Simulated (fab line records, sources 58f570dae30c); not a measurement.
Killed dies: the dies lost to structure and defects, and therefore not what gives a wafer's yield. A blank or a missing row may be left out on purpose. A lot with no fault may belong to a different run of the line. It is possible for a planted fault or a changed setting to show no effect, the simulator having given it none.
Check of tool commonality / flow berkeleyCmos170 / Sampled: 13 lots, 39 wafers

== THE REASON FOR OPENING IT ==
At UCB170_CONTACT_CD_MEAS_15 the reading cdNm is flagged on 1 of 13 lots. No-fault wafers: 700.3 nm, standard deviation 1.4.
Rule: a lot is flagged in two cases, either no wafer of it has a number, or all its wafers with numbers fall more than 4 standard deviations from that mean. As for the other lots, they are considered sound.

lot=L904; measured=day 8 12:53; on=cdSem-01; cdNm (nm), wafer by wafer=702.7 702.0 703.2; flag=
lot=L903; measured=day 8 15:08; on=cdSem-01; cdNm (nm), wafer by wafer=698.8 699.4 699.3; flag=
lot=L905; measured=day 9 03:16; on=cdSem-02; cdNm (nm), wafer by wafer=702.3 700.9 700.7; flag=
lot=L908; measured=day 9 20:03; on=cdSem-02; cdNm (nm), wafer by wafer=750.8 749.6 749.9; flag=FLAGGED
lot=L916; measured=day 11 09:58; on=cdSem-01; cdNm (nm), wafer by wafer=703.0 703.3 701.2; flag=
lot=L919; measured=day 12 10:59; on=cdSem-02; cdNm (nm), wafer by wafer=698.1 698.7 697.9; flag=
lot=L920; measured=day 12 12:46; on=cdSem-02; cdNm (nm), wafer by wafer=701.2 700.6 702.1; flag=
lot=L917; measured=day 12 13:02; on=cdSem-01; cdNm (nm), wafer by wafer=700.7 700.4 701.5; flag=
lot=L918; measured=day 12 13:14; on=cdSem-02; cdNm (nm), wafer by wafer=699.7 700.5 698.4; flag=
lot=L921; measured=day 12 14:04; on=cdSem-02; cdNm (nm), wafer by wafer=698.7 698.7 697.9; flag=
lot=L922; measured=day 12 14:46; on=cdSem-01; cdNm (nm), wafer by wafer=699.7 699.0 699.6; flag=
lot=L924; measured=day 14 06:21; on=cdSem-02; cdNm (nm), wafer by wafer=699.3 700.2 699.9; flag=
lot=L925; measured=day 14 16:40; on=cdSem-02; cdNm (nm), wafer by wafer=699.8 699.8 699.1; flag=
The mean of the flagged lots' numbers is 750.1 nm, +49.8 nm from the usual (+36 standard deviations).

== WHICH TOOL EACH LOT WENT THROUGH ==
The record keeps 1 process step preceding the reading, out of 331 steps on the route. In each cell: the tool, then ch and the chambers that the sampled wafers went through, then the start.
lot=L904; flag=; UCB170_CONTACT_EXPOSE_12=krfScanner-01 ch 0, day 8 12:29
lot=L903; flag=; UCB170_CONTACT_EXPOSE_12=krfScanner-01 ch 0, day 8 14:44
lot=L905; flag=; UCB170_CONTACT_EXPOSE_12=krfScanner-02 ch 0, day 9 02:50
lot=L908; flag=FLAGGED; UCB170_CONTACT_EXPOSE_12=krfScanner-02 ch 0, day 9 19:30
lot=L916; flag=; UCB170_CONTACT_EXPOSE_12=krfScanner-02 ch 0, day 11 09:35
lot=L919; flag=; UCB170_CONTACT_EXPOSE_12=krfScanner-01 ch 0, day 12 10:35
lot=L920; flag=; UCB170_CONTACT_EXPOSE_12=krfScanner-01 ch 0, day 12 12:22
lot=L917; flag=; UCB170_CONTACT_EXPOSE_12=krfScanner-02 ch 0, day 12 12:37
lot=L918; flag=; UCB170_CONTACT_EXPOSE_12=krfScanner-02 ch 0, day 12 12:50
lot=L921; flag=; UCB170_CONTACT_EXPOSE_12=krfScanner-01 ch 0, day 12 13:40
lot=L922; flag=; UCB170_CONTACT_EXPOSE_12=krfScanner-01 ch 0, day 12 14:19
lot=L924; flag=; UCB170_CONTACT_EXPOSE_12=krfScanner-02 ch 0, day 14 05:26
lot=L925; flag=; UCB170_CONTACT_EXPOSE_12=krfScanner-02 ch 0, day 14 15:58
What is done by these steps:
- UCB170_CONTACT_EXPOSE_12: exposes mask CONT, target cd 700 nm.
- UCB170_CONTACT_CD_MEAS_15: target cd 700 nm.

== FLAGGED AGAINST TOTAL, ONE TOOL AT A TIME (gauges that did the reading follow at the end) ==
step=UCB170_CONTACT_EXPOSE_12; tool=krfScanner-01; lots run=6; flagged=0; share of the flagged lots=none; sound lots run after its first flagged lot=-
step=UCB170_CONTACT_EXPOSE_12; tool=krfScanner-02; lots run=7; flagged=1; share of the flagged lots=all; sound lots run after its first flagged lot=5 (L916,L917,L918,L924,L925)
step=UCB170_CONTACT_CD_MEAS_15; tool=cdSem-01; lots run=5; flagged=0; share of the flagged lots=none; sound lots run after its first flagged lot=-
step=UCB170_CONTACT_CD_MEAS_15; tool=cdSem-02; lots run=8; flagged=1; share of the flagged lots=all; sound lots run after its first flagged lot=6 (L919,L920,L918,L921,L924,L925)

== WHAT THE TABLE PERMITS ==
Rows of the table that ran all the flagged lots, 2 in number: krfScanner-02 at UCB170_CONTACT_EXPOSE_12; cdSem-02 at UCB170_CONTACT_CD_MEAS_15.
- krfScanner-02 at UCB170_CONTACT_EXPOSE_12: 1 of its 7 lots flagged. Lots that were sound ran on it after the first flagged one (L916, L917, L918, L924, L925); a persistent fault on the entire tool would not allow that.
- cdSem-02 at UCB170_CONTACT_CD_MEAS_15: 1 of its 8 lots flagged. Lots that were sound ran on it after the first flagged one (L919, L920, L918, L921, L924, L925); a persistent fault on the entire tool would not allow that.
Every row of the table either missed a flagged lot or ran a sound lot after the first.

== WHAT WAS PUT IN BY THE SIMULATOR ==
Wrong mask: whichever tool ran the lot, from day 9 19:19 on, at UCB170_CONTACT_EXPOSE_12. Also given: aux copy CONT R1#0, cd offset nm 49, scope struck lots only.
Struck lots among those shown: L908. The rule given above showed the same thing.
